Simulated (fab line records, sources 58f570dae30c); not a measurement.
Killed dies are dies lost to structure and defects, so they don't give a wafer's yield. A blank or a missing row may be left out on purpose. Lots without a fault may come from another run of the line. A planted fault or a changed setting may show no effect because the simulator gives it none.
Which tool did it? | flow berkeley_cmos170 | 15 lots, 45 wafers sampled, at 4 steps of a route of 331

WHAT THE GAUGES READ, wafer by wafer
UCB170_NLDD_CD_MEAS_06: target cd 1200 nm.
lot  | measured     | on        | cd_nm (nm)
L788 | day 7 20:14  | cd_sem-01 | 1198.3 1198.7 1198.0
L789 | day 8 00:08  | cd_sem-02 | 1199.8 1199.9 1199.7
L792 | day 8 05:42  | cd_sem-02 | 1201.6 1200.7 1200.7
L791 | day 8 05:55  | cd_sem-02 | 1197.9 1196.9 1197.5
L790 | day 8 05:25  | cd_sem-01 | 1201.8 1201.9 1202.2
L793 | day 8 17:58  | cd_sem-02 | 1199.4 1198.6 1198.8
L801 | day 10 07:28 | cd_sem-02 | 1200.0 1199.6 1201.0
L802 | day 10 07:17 | cd_sem-01 | 1199.9 1200.1 1200.2
L805 | day 11 06:19 | cd_sem-02 | 1200.0 1199.0 1198.8
L806 | day 11 06:04 | cd_sem-01 | 1199.5 1201.1 1201.6
L808 | day 11 06:54 | cd_sem-01 | 1200.8 1200.2 1200.6
L807 | day 11 06:38 | cd_sem-01 | 1198.8 1198.3 1199.9
L809 | day 12 03:41 | cd_sem-01 | 1197.9 1199.9 1198.0
L810 | day 12 03:56 | cd_sem-01 | 1197.8 1197.7 1197.4
L811 | day 12 17:28 | cd_sem-02 | 1198.7 1199.4 1199.2

UCB170_SPACER_THK_MEAS_01.
lot  | measured     | on            | SPACER_TEOS_THK (nm)
L788 | day 7 21:05  | film_metro-01 | 374 374 379
L789 | day 8 02:03  | film_metro-02 | 378 366 381
L792 | day 8 06:31  | film_metro-01 | 371 379 376
L791 | day 8 06:44  | film_metro-02 | 370 382 384
L790 | day 8 06:15  | film_metro-03 | 378 377 387
L793 | day 8 19:04  | film_metro-03 | 756 756 757
L801 | day 10 08:31 | film_metro-01 | 749 749 761
L802 | day 10 08:20 | film_metro-02 | 762 747 769
L805 | day 11 07:09 | film_metro-01 | 371 379 389
L806 | day 11 06:53 | film_metro-01 | 372 385 380
L808 | day 11 07:49 | film_metro-01 | 367 372 385
L807 | day 11 07:28 | film_metro-01 | 383 375 379
L809 | day 12 04:32 | film_metro-03 | 380 375 387
L810 | day 12 04:46 | film_metro-03 | 385 370 382
L811 | day 12 18:19 | film_metro-02 | 372 374 378

WHICH TOOL RAN EACH LOT (tool, then ch and the chambers of the sampled wafers, then the start)
lot  | UCB170_PWELL_STRIP_16               | UCB170_SPACER_CVD_00
L788 | plasma_asher-02 ch 0,1, day 3 12:37 | pecvd-04 ch 0,1,2, day 7 21:02
L789 | plasma_asher-01 ch 0,1, day 3 19:32 | pecvd-03 ch 0,1,2, day 8 01:58
L792 | plasma_asher-01 ch 0,1, day 4 05:27 | pecvd-04 ch 0,2, day 8 06:27
L791 | plasma_asher-03 ch 0,1, day 4 05:41 | pecvd-02 ch 0,2, day 8 06:41
L790 | plasma_asher-03 ch 0,1, day 4 05:58 | pecvd-03 ch 0,2, day 8 06:13
L793 | plasma_asher-03 ch 0, day 4 13:29   | pecvd-02 ch 0,1,2, day 8 18:49
L801 | plasma_asher-02 ch 0,1, day 6 04:21 | pecvd-04 ch 0,2, day 10 08:15
L802 | plasma_asher-02 ch 0,1, day 6 04:54 | pecvd-03 ch 0,1, day 10 08:04
L805 | plasma_asher-03 ch 0,1, day 7 07:18 | pecvd-03 ch 0,1, day 11 07:07
L806 | plasma_asher-03 ch 0,1, day 7 07:37 | pecvd-03 ch 0,1,2, day 11 06:51
L808 | plasma_asher-02 ch 0,1, day 7 14:29 | pecvd-03 ch 0,2, day 11 07:46
L807 | plasma_asher-03 ch 0,1, day 7 14:50 | pecvd-03 ch 0,1,2, day 11 07:25
L809 | plasma_asher-01 ch 0,1, day 8 04:16 | pecvd-04 ch 1,2, day 12 04:29
L810 | plasma_asher-03 ch 0,1, day 8 04:18 | pecvd-03 ch 0,1,2, day 12 04:44
L811 | plasma_asher-02 ch 0,1, day 8 16:16 | pecvd-02 ch 0,2, day 12 18:17
- UCB170_PWELL_STRIP_16: strips in O2.
- UCB170_SPACER_CVD_00: deposits SiO2 from TEOS/O2, target thk 376 nm, time 47 s.

WHAT THE TOOLS THEMSELVES READ (means of the sampled wafers that have a number; where no wafer has one, the mark that the record gives instead)
UCB170_PWELL_STRIP_16.
lot  | tool            | drypump_motor_current_A (A) | o2_flow_sccm (sccm) | oes_product_au (a.u.) | strip_time_to_endpoint_s (s)
L788 | plasma_asher-02 | 5.59                        | 400.2               | 0.722                 | 18.06
L789 | plasma_asher-01 | 5.33                        | 399.7               | 0.718                 | 18.07
L792 | plasma_asher-01 | 5.34                        | 401.5               | 0.723                 | 18.01
L791 | plasma_asher-03 | 5.97                        | 399.3               | 0.723                 | 18.16
L790 | plasma_asher-03 | 6.00                        | 400.6               | 0.724                 | 18.04
L793 | plasma_asher-03 | 5.99                        | 400.0               | 0.716                 | 18.09
L801 | plasma_asher-02 | 5.58                        | 401.0               | 0.717                 | 18.06
L802 | plasma_asher-02 | 5.59                        | 400.3               | 0.722                 | 18.05
L805 | plasma_asher-03 | 5.97                        | 400.0               | 0.716                 | 17.99
L806 | plasma_asher-03 | 5.97                        | 398.5               | 0.723                 | 18.12
L808 | plasma_asher-02 | 5.54                        | 400.9               | 0.722                 | 18.01
L807 | plasma_asher-03 | 5.97                        | 399.8               | 0.723                 | 18.15
L809 | plasma_asher-01 | 5.34                        | 398.9               | 0.721                 | 18.11
L810 | plasma_asher-03 | 5.99                        | 400.1               | 0.721                 | 18.03
L811 | plasma_asher-02 | 5.57                        | 400.1               | 0.719                 | 18.08

UCB170_SPACER_CVD_00.
lot  | tool     | heater_power_w (W)
L788 | pecvd-04 | 262
L789 | pecvd-03 | 257
L792 | pecvd-04 | 295
L791 | pecvd-02 | 296
L790 | pecvd-03 | 260
L793 | pecvd-02 | 257
L801 | pecvd-04 | 241
L802 | pecvd-03 | 306
L805 | pecvd-03 | 292
L806 | pecvd-03 | 236
L808 | pecvd-03 | 268
L807 | pecvd-03 | 273
L809 | pecvd-04 | 284
L810 | pecvd-03 | 257
L811 | pecvd-02 | 266

THE ANSWER, worked out from the rows above alone
Rule: what is usual is taken from the lots themselves. Put in order of their means at a reading, lots are off if they are a third of the lots or fewer, leave a main group of 4 or more, and stand apart from it by a gap of 3 or more times the standard deviation of the main group's means; of several such gaps the widest counts. A main group whose means are all the same, to the digits that the tables above print for the reading, isn't used. A lot without any number at a reading at which 4 lots or more have one is off too. The other lots that the step has rows for count as sound. The gauges are gone through in route order, then the tools' own readings, and for those a lot's mean is taken as printed above. The first step at which some lot is off is used, and at that step the reading that is off furthest; a lot without a number counts as furthest.
Off: L793, L801, L802, at UCB170_SPACER_THK_MEAS_01 (SPACER_TEOS_THK). The main group: mean 378 nm, standard deviation 2.3.
A tool fits if, at a process step before that reading, it ran every lot that is off, and no sound lot after the first of them. The gauges at UCB170_SPACER_THK_MEAS_01 are tried like those tools. None of those tried fits.

WHAT THE SIMULATOR HAD PUT IN
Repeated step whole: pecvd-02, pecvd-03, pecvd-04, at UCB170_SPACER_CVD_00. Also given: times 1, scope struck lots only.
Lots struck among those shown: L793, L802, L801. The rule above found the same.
